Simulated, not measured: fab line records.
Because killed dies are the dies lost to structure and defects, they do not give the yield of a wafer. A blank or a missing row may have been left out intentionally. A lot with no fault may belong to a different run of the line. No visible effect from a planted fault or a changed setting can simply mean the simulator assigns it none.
The tool behind it: which one?	flow rit-cmos	42 wafers sampled from 14 lots at 1 step of a route of 202

== WHAT THE GAUGES SHOWED, per wafer ==
RIT_ACTIVE_CD_MEAS_11: the cd target is 1400 nm.
lot	measured	on	cd-nm (nm)
L744	day 1 19:48	cd-sem-02	1404.5 1402.6 1401.3
L745	day 2 01:25	cd-sem-02	1401.4 1402.7 1399.3
L746	day 2 05:35	cd-sem-02	1402.1 1402.7 1401.8
L747	day 2 10:51	cd-sem-02	1402.5 1400.3 1399.4
L748	day 2 15:41	cd-sem-02	1397.6 1398.4 1400.1
L755	day 4 02:35	cd-sem-01	1396.1 1395.5 1396.6
L756	day 4 09:14	cd-sem-01	1397.4 1397.6 1395.7
L757	day 4 12:26	cd-sem-01	1397.4 1397.7 1399.0
L758	day 4 18:54	cd-sem-02	1399.2 1398.9 1397.9
L759	day 4 23:02	cd-sem-01	1398.7 1397.5 1400.9
L760	day 5 03:41	cd-sem-01	1400.0 1399.2 1400.0
L763	day 5 20:08	cd-sem-02	1398.8 1396.4 1397.8
L764	day 5 23:28	cd-sem-01	1400.7 1398.9 1400.8
L766	day 6 11:10	cd-sem-02	1402.4 1401.7 1402.0

== TOOL THAT RAN EACH LOT (tool first, then ch and the chambers of the sampled wafers, then the start) ==
Before these readings, the record contains no process step.

== AS READ BY THE TOOLS THEMSELVES (means over the sampled wafers that have a number; for cases with no such wafer, the mark the record gives instead) ==
The record holds no such reading with a usual standard deviation.

== THE ANSWER, worked out from the rows above alone ==
Rule: the usual values come from the lots themselves. The widest of any qualifying gaps counts: lots, ordered by their means at a reading, are off when they make up no more than a third of the lots, leave a main group of 4 or more, and stand apart from it by 3 or more times the standard deviation of that group's means. If all means in a main group match to the digits the tables above print for the reading, that group is not used. Also off: a lot with no number at a reading for which 4 or more lots have one. Any other lot the step has rows for is counted as sound. After the gauges, taken in route order, come the tools' own readings; for these a lot's mean is taken, as printed above. At the first step where some lot is off, the reading lying furthest off is the one used; lots without a number count as furthest.
None of the lots is off at any reading shown; this tells nothing.

== WHAT THE SIMULATOR PUT IN ==
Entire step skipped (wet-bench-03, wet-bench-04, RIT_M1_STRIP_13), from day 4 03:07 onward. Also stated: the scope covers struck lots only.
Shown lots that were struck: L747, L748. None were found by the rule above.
